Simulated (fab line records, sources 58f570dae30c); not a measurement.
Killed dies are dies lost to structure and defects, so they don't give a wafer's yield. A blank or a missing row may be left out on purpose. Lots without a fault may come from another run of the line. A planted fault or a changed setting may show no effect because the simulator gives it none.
Tool commonality check | flow berkeley_cmos170 | 14 lots, 41 wafers sampled

WHY IT WAS OPENED
At UCB170_V1_CD_MEAS_12 the reading cd_nm is flagged on 2 of 14 lots. Wafers without a fault read 699.6 nm, standard deviation 1.3.
Rule: a lot is flagged when every wafer of it that has a number lies more than 4 standard deviations from that mean, or none has a number. The other lots count as sound.

lot  | measured     | on        | cd_nm (nm), wafer by wafer | flag
L146 | day 6 23:41  | cd_sem-01 | 701.5 701.1 699.7          |
L148 | day 7 12:31  | cd_sem-02 | 699.2 699.4 699.5          |
L147 | day 7 12:46  | cd_sem-02 | 699.8 698.7 699.4          |
L149 | day 8 01:25  | cd_sem-02 | 698.3 698.8 699.2          |
L150 | day 8 11:23  | cd_sem-02 | 698.4 697.8 699.3          |
L151 | day 8 11:41  | cd_sem-01 | 699.0 700.0 699.3          |
L153 | day 9 05:44  | cd_sem-01 | 700.5 701.9 700.9          |
L158 | day 9 21:36  | cd_sem-01 | 697.4 697.4 697.8          |
L160 | day 10 10:39 | cd_sem-01 | 715.8 716.1                | FLAGGED
L161 | day 10 20:11 | cd_sem-02 | 709.7 709.8 710.3          | FLAGGED
L164 | day 11 01:20 | cd_sem-01 | 698.3 698.5 700.5          |
L166 | day 11 14:02 | cd_sem-02 | 699.3 698.7 697.7          |
L169 | day 12 05:22 | cd_sem-01 | 698.2 698.2 697.2          |
L168 | day 12 05:22 | cd_sem-02 | 700.0 700.4 700.2          |
The numbers of the flagged lots are 712.3 nm on average: +12.7 nm against the usual, or +10 standard deviations.

WHICH TOOL RAN EACH LOT
The record holds 1 process step before the reading, out of a route of 331 steps. In each cell: the tool, then ch and the chambers that the sampled wafers went through, then the start.
lot  | flag    | UCB170_V1_PEB_10
L146 |         | litho_track-04 ch 0, day 6 23:25
L148 |         | litho_track-04 ch 0, day 7 12:14
L147 |         | litho_track-02 ch 0, day 7 12:30
L149 |         | litho_track-04 ch 0, day 8 01:08
L150 |         | litho_track-02 ch 0, day 8 11:07
L151 |         | litho_track-01 ch 0, day 8 11:25
L153 |         | litho_track-04 ch 0, day 9 05:28
L158 |         | litho_track-02 ch 0, day 9 21:19
L160 | FLAGGED | litho_track-02 ch 0, day 10 10:24
L161 | FLAGGED | litho_track-02 ch 0, day 10 19:55
L164 |         | litho_track-04 ch 0, day 11 01:03
L166 |         | litho_track-01 ch 0, day 11 13:46
L169 |         | litho_track-01 ch 0, day 12 05:05
L168 |         | litho_track-04 ch 0, day 12 05:07
What these steps do:
- UCB170_V1_PEB_10
- UCB170_V1_CD_MEAS_12: target cd 700 nm.

FLAGGED OVER TOTAL, TOOL BY TOOL (the gauges that took the reading come last)
step                 | tool           | lots run | flagged | share of the flagged lots | sound lots run after its first flagged lot
UCB170_V1_PEB_10     | litho_track-01 | 3        | 0       | none                      | -
UCB170_V1_PEB_10     | litho_track-02 | 5        | 2       | all                       | 0
UCB170_V1_PEB_10     | litho_track-04 | 6        | 0       | none                      | -
UCB170_V1_CD_MEAS_12 | cd_sem-01      | 7        | 1       | some                      | 2 (L164,L169)
UCB170_V1_CD_MEAS_12 | cd_sem-02      | 7        | 1       | some                      | 2 (L166,L168)

WHAT THE TABLE ALLOWS
1 row of the table ran every flagged lot: litho_track-02 at UCB170_V1_PEB_10.
- litho_track-02 at UCB170_V1_PEB_10: 2 of its 5 lots flagged. Its last sound lot is L158 (day 9 21:19), its first flagged lot L160 (day 10 10:24): a fault that began between those two fits.
One tool is left: litho_track-02 at UCB170_V1_PEB_10.

WHAT THE SIMULATOR HAD PUT IN
Process parameter drift: litho_track-02, from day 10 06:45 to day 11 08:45, at UCB170_V1_PEB_10. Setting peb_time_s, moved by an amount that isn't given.
Lots struck among those shown: L160, L161. The rule above found the same.
